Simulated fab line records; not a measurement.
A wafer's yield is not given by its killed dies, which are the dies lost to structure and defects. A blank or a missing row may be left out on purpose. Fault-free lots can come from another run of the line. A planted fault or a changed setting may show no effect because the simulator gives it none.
Which tool did it? | flow berkeleyCmos170 | Sampling: 6 lots, 18 wafers, 3 of 331 route steps

WHAT EACH GAUGE READ, for each wafer
UCB170_ACTIVE_CD_MEAS_13: target cd 1200 nm.
lot  | measured    | on       | cdNm (nm)
L791 | day 5 14:55 | cdSem-02 | 1198.7 1197.6 1197.1
L795 | day 6 21:29 | cdSem-02 | 1200.0 1199.3 1199.7
L803 | day 8 05:51 | cdSem-02 | 1202.6 1200.6 1201.1
L805 | day 8 14:16 | cdSem-01 | 1202.0 1200.4 1200.2
L806 | day 9 03:55 | cdSem-02 | 1199.4 1199.3 1199.3
L809 | day 9 12:43 | cdSem-01 | 1201.5 1201.3 1200.9

EACH LOT AND THE TOOL THAT RAN IT (in order: tool; ch and the chambers of the sampled wafers; start)
lot  | UCB170_PWELL_ETCH_14             | UCB170_ACTIVE_EXPOSE_10
L791 | rieDiel-01 ch 1,3, day 4 06:17   | krfScanner-02 ch 0, day 5 14:30
L795 | rieDiel-04 ch 1,3, day 5 05:49   | krfScanner-01 ch 0, day 6 20:24
L803 | rieDiel-03 ch 0,1, day 6 19:47   | krfScanner-02 ch 0, day 8 04:44
L805 | rieDiel-01 ch 2,3, day 7 04:34   | krfScanner-02 ch 0, day 8 13:52
L806 | rieDiel-04 ch 0,1,3, day 7 15:30 | krfScanner-01 ch 0, day 9 03:10
L809 | rieDiel-03 ch 0,1,3, day 7 22:42 | krfScanner-01 ch 0, day 9 12:20
- UCB170_PWELL_ETCH_14: etches Si3N4 in CH3F/Ar/O2, stops on SiO2, target depth 242 nm, time 156.7 s.
- UCB170_ACTIVE_EXPOSE_10: exposes mask ACTIVE, target cd 1200 nm.

THE ANSWER, worked out from the rows above alone
Rule: what is usual is taken from the lots themselves. The widest of any qualifying gaps counts: lots, ordered by their means at a reading, are off when they make up no more than a third of the lots, leave a main group of 4 or more, and stand apart from it by 3 or more times the standard deviation of that group's means. A main group is skipped when, at the precision printed for the reading in the tables above, its means are all equal. A lot without any number at a reading at which 4 lots or more have one is off too. Where the step has rows for the other lots, those lots are counted as sound.
Nothing can be told from this: no lot is off at any reading shown.

WHAT WAS PUT IN BY THE SIMULATOR
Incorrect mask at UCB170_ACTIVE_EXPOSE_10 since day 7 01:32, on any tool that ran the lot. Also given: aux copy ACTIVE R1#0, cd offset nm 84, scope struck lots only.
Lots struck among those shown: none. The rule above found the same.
